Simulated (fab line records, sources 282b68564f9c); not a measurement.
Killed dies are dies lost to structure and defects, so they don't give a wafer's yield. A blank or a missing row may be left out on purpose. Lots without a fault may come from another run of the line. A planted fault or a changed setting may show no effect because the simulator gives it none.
Split-lot experiment | flow rit_cmos | 5 lots, 23 wafers read, on a route of 202 steps

THE SPLIT
At RIT_NWELL_COAT_01 (resist thk 1300 nm), the setting spin_rpm was moved away from the recipe's 2000 rpm on 5 of the 23 wafers read, by -3.6% to +5.4%. The other wafers ran this setting at the recipe's value.

FROM THE SPLIT TO THE READING: what the file shows between them, 3 steps
- RIT_NWELL_SOFTBAKE_02: time 60 s
- RIT_NWELL_EXPOSE_03: exposes mask M2, target cd 43900 nm
- RIT_NWELL_DEVELOP_05: develop time 68 s

THE READING
NOVOLAK_of_NWELL_COAT_01.thk_nm (the simulator's own value, which no gauge read), in nm, at RIT_NWELL_HARDBAKE_07 (time 120 s). The file gives no usual value for it. The 18 wafers here that ran the recipe average 1135 nm, standard deviation 1.9 nm.

wafer  | tool, chamber at the split | spin_rpm as run, rpm | against the recipe | NOVOLAK_of_NWELL_COAT_01.thk_nm, nm | against lot-mates on the recipe
L074.3 | litho_track-01, 0          | 2000                 | recipe             | 1136                                | -
L074.4 | litho_track-01, 0          | 2000                 | recipe             | 1136                                | -
L074.5 | litho_track-01, 0          | 2000                 | recipe             | 1134                                | -
L077.1 | litho_track-03, 0          | 1928                 | -3.6%              | 1157                                | +20
L077.2 | litho_track-03, 0          | 2000                 | recipe             | 1138                                | -
L077.3 | litho_track-03, 0          | 2000                 | recipe             | 1136                                | -
L077.4 | litho_track-03, 0          | 1928                 | -3.6%              | 1156                                | +19
L077.6 | litho_track-03, 0          | 1928                 | -3.6%              | 1154                                | +17
L078.2 | litho_track-03, 0          | 2000                 | recipe             | 1136                                | -
L078.3 | litho_track-03, 0          | 2000                 | recipe             | 1135                                | -
L078.4 | litho_track-03, 0          | 2000                 | recipe             | 1129                                | -
L078.5 | litho_track-03, 0          | 2000                 | recipe             | 1132                                | -
L078.6 | litho_track-03, 0          | 2000                 | recipe             | 1133                                | -
L080.1 | litho_track-03, 0          | 2000                 | recipe             | 1136                                | -
L080.2 | litho_track-03, 0          | 2000                 | recipe             | 1135                                | -
L080.3 | litho_track-03, 0          | 2000                 | recipe             | 1135                                | -
L080.4 | litho_track-03, 0          | 2000                 | recipe             | 1135                                | -
L080.5 | litho_track-03, 0          | 2000                 | recipe             | 1135                                | -
L083.1 | litho_track-03, 0          | 2000                 | recipe             | 1134                                | -
L083.2 | litho_track-03, 0          | 2108                 | +5.4%              | 1105                                | -29
L083.3 | litho_track-03, 0          | 2000                 | recipe             | 1133                                | -
L083.5 | litho_track-03, 0          | 2000                 | recipe             | 1136                                | -
L083.6 | litho_track-03, 0          | 2108                 | +5.4%              | 1104                                | -30

THE FIT
A straight line over all 23 wafers: NOVOLAK_of_NWELL_COAT_01.thk_nm changes by -5.69 nm for each +1% of spin_rpm; r = -0.99; the points scatter about the line by 1.9 nm.
The same after taking each lot's own level away (the mean of its wafers on the recipe; 23 wafers): -5.39 nm for each +1%; r = -0.99; scatter 1.5 nm.
On that fit, the largest move of spin_rpm shifts the reading by 29 nm.
The lots' own levels span 1133.0 to 1137.0 nm, that is 2.1 times the standard deviation above.
So the lot-to-lot level changes the slope little: the two slopes agree.
Check: with one of the wafers moved furthest among these (+5.4%) left out of the fit, the line predicts -29.2 nm for it against its lot-mates. It came out at -29.3 nm against them.

OTHER SPLITS ON THESE WAFERS
These wafers also went through other splits before the reading. Each is held against what the fit with the lots' levels taken away leaves over:
other split on the same wafers       | wafers away from the commonest value | r with NOVOLAK_of_NWELL_COAT_01.thk_nm (lot level and that fit taken away)
RIT_ACTIVE_OXIDATION_01 ox_time_s    | 18                                   | +0.10
RIT_ACTIVE_COAT_06 resist_thk_nm     | 9                                    | +0.30
RIT_ACTIVE_DEVELOP_10 develop_time_s | 9                                    | +0.02
RIT_FOX1_OXIDATION_00 temp_c         | 10                                   | +0.00

THE WHOLE CHAIN: every reading that the file lists as answering this split, in the file's order
step                  | what it does       | reading                                                                          | change (the file's fit)              | r (the file's)
RIT_NWELL_COAT_01     | resist thk 1300 nm | NOVOLAK_of_NWELL_COAT_01.thk_nm (the simulator's own value, which no gauge read) | -6.32 nm for each +1% of the setting | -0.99
RIT_NWELL_HARDBAKE_07 | time 120 s         | NOVOLAK_of_NWELL_COAT_01.thk_nm (the simulator's own value, which no gauge read) | -5.44 nm for each +1% of the setting | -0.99

THE FILE'S OWN FIT
NOVOLAK_of_NWELL_COAT_01.thk_nm changes by -5.44 nm for each +1% of spin_rpm, r = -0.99.
